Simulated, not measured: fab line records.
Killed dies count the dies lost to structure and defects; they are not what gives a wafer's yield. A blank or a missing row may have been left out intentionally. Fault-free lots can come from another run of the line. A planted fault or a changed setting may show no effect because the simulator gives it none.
Split-lot study    flow rit-cmos    5 lots, 23 wafers read, on a route of 202 steps

ON THE SPLIT
At RIT_NWELL_IMPLANT_08, the setting dose-cm2 was moved away from the recipe's 5e+13 on 11 of the 23 wafers read, by -3.5% to +4.5%. All remaining wafers had this setting at the recipe value.

FROM THE SPLIT TO THE READING: what the file shows between them, 4 steps
- RIT_PWELL_HARDBAKE_07: time 120 s (also split here: temp-c)
- RIT_PWELL_IMPLANT_08
- RIT_PWELL_STRIP_09: strips in O2, time 180 s
- RIT_WELLDRIVE_ANNEAL_00: time 14700 s

THE READING
At RIT_WELLDRIVE_RS_MEAS_01, a four-point-probe measurement gives NWELL_RS in ohm/sq. Fault-free wafers of this fab line usually give 275.4 ohm/sq, standard deviation 0.61 ohm/sq.

wafer   tool, chamber at the split  dose-cm2 as run  against the recipe  NWELL_RS, ohm/sq  against lot-mates on the recipe
L074.1  implanter-03, 0             5.223e+13        +4.5%               268.1             -7.5
L074.2  implanter-03, 0             5e+13            recipe              275.9             -
L074.3  implanter-03, 0             5.223e+13        +4.5%               267.8             -7.8
L074.5  implanter-03, 0             5e+13            recipe              275.4             -
L074.6  implanter-03, 0             5.223e+13        +4.5%               268.5             -7.1
L075.1  implanter-02, 0             5e+13            recipe              276.4             -
L075.2  implanter-02, 0             5e+13            recipe              274.7             -
L075.3  implanter-02, 0             5.148e+13        +3.0%               270.5             -5.0
L075.5  implanter-02, 0             5e+13            recipe              275.3             -
L075.6  implanter-02, 0             5.148e+13        +3.0%               271.5             -4.0
L077.1  implanter-04, 0             5e+13            recipe              275.0             -
L077.2  implanter-04, 0             4.824e+13        -3.5%               281.1             +6.2
L077.3  implanter-04, 0             5e+13            recipe              274.9             -
L077.4  implanter-04, 0             4.824e+13        -3.5%               281.4             +6.4
L077.5  implanter-04, 0             4.824e+13        -3.5%               280.6             +5.7
L083.1  implanter-03, 0             5e+13            recipe              274.6             -
L083.4  implanter-03, 0             5e+13            recipe              275.0             -
L083.5  implanter-03, 0             5e+13            recipe              274.7             -
L085.1  implanter-03, 0             5.185e+13        +3.7%               269.2             -6.1
L085.2  implanter-03, 0             5e+13            recipe              275.9             -
L085.4  implanter-03, 0             5e+13            recipe              274.7             -
L085.5  implanter-03, 0             5.185e+13        +3.7%               269.6             -5.7
L085.6  implanter-03, 0             5.185e+13        +3.7%               269.9             -5.4

THE FIT
A straight line over all 23 wafers: NWELL_RS changes by -1.58 ohm/sq for each +1% of dose-cm2; r = -0.99; the points scatter about the line by 0.52 ohm/sq.
The same after taking each lot's own level away (the mean of its wafers on the recipe; 23 wafers): -1.65 ohm/sq for each +1%; r = -0.99; scatter 0.47 ohm/sq.
According to that fit, moving dose-cm2 by its largest amount changes the reading by 7.4 ohm/sq.
Measured against the standard deviation above, the lots' own levels, which go from 274.77 to 275.65 ohm/sq, span 1.4 times it.
The two slopes agree, so the slope changes little with the lot-to-lot level.
Check: -7.22 ohm/sq against its lot-mates is what the line predicts for one of the wafers moved furthest among these (+4.5%) when that wafer is left out of the fit. Against them it came out at -7.55 ohm/sq.

THESE WAFERS: OTHER SPLITS
Note: prior to the reading, these wafers also went through further splits. Each is held against what the fit with the lots' levels taken away leaves over:
other split on the same wafers    wafers away from the commonest value  r with NWELL_RS (lot level and that fit taken away)
RIT_ACTIVE_CVD_03 pressure-mtorr  15                                    +0.23
RIT_ACTIVE_COAT_06 resist-thk-nm  6                                     -0.19
RIT_FOX2_OXIDATION_00 ox-time-s   18                                    -0.14
RIT_NWELL_COAT_01 resist-thk-nm   6                                     -0.16
RIT_PWELL_HARDBAKE_07 temp-c      2                                     -0.01

THE FILE'S OWN FIT
NWELL_RS changes by -1.63 ohm/sq for each +1% of dose-cm2, r = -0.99.
